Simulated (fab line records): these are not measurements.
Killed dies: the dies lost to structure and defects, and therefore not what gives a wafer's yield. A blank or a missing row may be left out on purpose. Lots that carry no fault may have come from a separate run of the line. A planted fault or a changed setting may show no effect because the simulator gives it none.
Code-filled problem report in 8D (eight disciplines) form ; flow berkeleyCmos170 ; the parts of the form that need people (team, actions taken, sign-off) are left out

## 1. THE ISSUE
PWELL_NITRIDE_THK at UCB170_PWELL_THK_MEAS_06 reads a mean of 98.3 nm on 9 wafers of 3 lots; wafers without a fault read 219.9 nm with a standard deviation of 1.6. Measured from the usual mean, that is -76 standard deviations.
Seen first at day 6 10:23 on filmMetro-03, wafer L334.1. Wafers with a number at this step in the record: 45, from 15 lots. Rule for "out" (also "out of limits"): further than 4 standard deviations from the usual mean. Any other wafer with a number is counted as sound.

## 2. WHAT IT IS AND WHAT IT IS NOT
question;is;is not
which readings at this step;PWELL_NITRIDE_THK;-
which lots;L334, L335, L336;L320, L321, L322, L324, L325, L326, L327, L329, L330, L340, L342, L343
which wafers of those lots;all that have a number;-
read on which gauges;filmMetro-01, filmMetro-03, filmMetro-04;-
when;from day 6 10:23;"up to then (27 sound wafers); but 9 sound wafers of L340, L342, L343 came after"

## 3. WHAT RULES OUT EACH SUSPECT
Counting: any tool at a process step up to the reading is kept as a suspect provided that every lot that is out went through it and no sound lot did after the first of them.
- the gauge at UCB170_PWELL_THK_MEAS_06 is ruled out. Those wafers that are out were read across 3 gauges (filmMetro-01, filmMetro-03, filmMetro-04).
- lpcvd-01 at UCB170_PWELL_CVD_05 (deposits Si3N4 from SiH2Cl2/NH3, target thk 220 nm, time 3300 s): kept. It ran every lot that is out, first L334 (day 6 08:28), and no sound lot after that; its last sound lot up to then is L329 (day 4 20:05).
After counting, what remains is lpcvd-01 at UCB170_PWELL_CVD_05.

## 4. THE CAUSE (what the simulator had put in)
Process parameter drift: lpcvd-01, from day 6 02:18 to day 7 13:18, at UCB170_PWELL_CVD_05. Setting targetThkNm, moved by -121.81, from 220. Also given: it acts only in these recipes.
Counting left only this tool.

## 5. THE EFFECT CHAIN, in route order
Rows list readings where the struck wafers' mean (over those with a number) sits beyond 3 standard deviations from the usual. Only readings whose record carries a usual standard deviation are examined. hours: median over the lots of the time between each lot's start at the first step of this table that gives one and its start at this step. sigmas: the change, counted in usual standard deviations.
hours;step;reading;usual;on struck wafers;change;sigmas
0;UCB170_PWELL_THK_MEAS_06;PWELL_NITRIDE_THK;219.9 nm;98.3;-121.6;-76
1;UCB170_PWELL_ETCH_14;oesProductAu;0.943 a.u.;0.630;-0.313;-22
Process steps it contains:
- UCB170_PWELL_ETCH_14: etches Si3N4 in CH3F/Ar/O2, stops on SiO2, target depth 242 nm, time 151 s.

## 6. HOW IT WOULD HAVE BEEN CAUGHT EARLIER
In this record the first reading out of limits at a measuring or inspecting step was taken at day 6 10:23, 8 hours after the fault began at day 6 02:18.
No tool reading at UCB170_PWELL_CVD_05 that has a usual standard deviation in the record was out on any struck wafer, so an alarm limit of 4 standard deviations on those readings would not have fired.
All the lots that are out (3) had begun UCB170_PWELL_CVD_05 on lpcvd-01 by day 6 10:23. None of them would have been spared by holding the tool at that moment.
